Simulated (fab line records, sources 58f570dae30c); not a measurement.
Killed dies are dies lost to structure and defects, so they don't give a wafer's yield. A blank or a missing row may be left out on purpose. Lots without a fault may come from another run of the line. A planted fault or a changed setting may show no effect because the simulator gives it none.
Chamber matching | flow berkeley_cmos170 | UCB170_WELLDRIVE_CLEAN_00 on wet_bench-04: 4 sister chambers
The step cleans in SPM, time 600 s. 7 wafers are shown with their chamber, then 8 later ones without.

WAFERS WITH THEIR CHAMBER
wafer  | chamber | bath_guard_temp_C (C) | bath_heat_duty_pct (%)
L718.4 | 1       | 120.08                | 13.3
L718.6 | 1       | 119.73                | 13.1
L720.5 | 0       | 119.80                | 13.3
L720.6 | 0       | 119.69                | 13.6
L721.5 | 2       | 120.11                | 12.4
L721.6 | 2       | 119.73                | 13.0
L722.2 | 3       | 120.65                | 13.8

WAFERS WITHOUT THEIR CHAMBER
wafer  | bath_guard_temp_C (C) | bath_heat_duty_pct (%)
L722.3 | 120.26                | 16.0
L722.5 | 119.79                | 15.0
L728.2 | 119.61                | 13.4
L728.4 | 119.69                | 12.8
L728.5 | 119.39                | 12.8
L733.1 | 120.04                | 13.8
L733.3 | 119.96                | 14.6
L733.4 | 119.72                | 13.0

WHICH CHAMBER EACH WENT THROUGH
wafer  | from the rows above          | in truth
L722.3 | can't be placed: 3 or 0      | 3
L722.5 | can't be placed: 0 or 3 or 1 | 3
L728.2 | can't be placed: 0 or 1      | 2
L728.4 | can't be placed: 2 or 1 or 0 | 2
L728.5 | can't be placed: 2 or 1 or 0 | 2
L733.1 | can't be placed: 0 or 1 or 3 | 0
L733.3 | can't be placed: 0 or 3 or 1 | 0
L733.4 | can't be placed: 1 or 2 or 0 | 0
Placed correctly: 0 of 8. Can't be placed from these rows: 8 (the true chamber is among the candidates in 7). Placed wrongly: 0.
How it was worked out, from the rows above alone: a wafer's distance from a chamber is the root of the sum, over the readings, of the square of ((its reading less the chamber's mean) divided by the reading's scatter). The wafer belongs to the nearest chamber; if the next one is less than 2 further off, it can't be placed. A chamber's mean is the mean of its shown wafers. The scatter: the root of (the sum of the squares of (reading less its chamber's mean) over the shown wafers, divided by (wafers less chambers)).
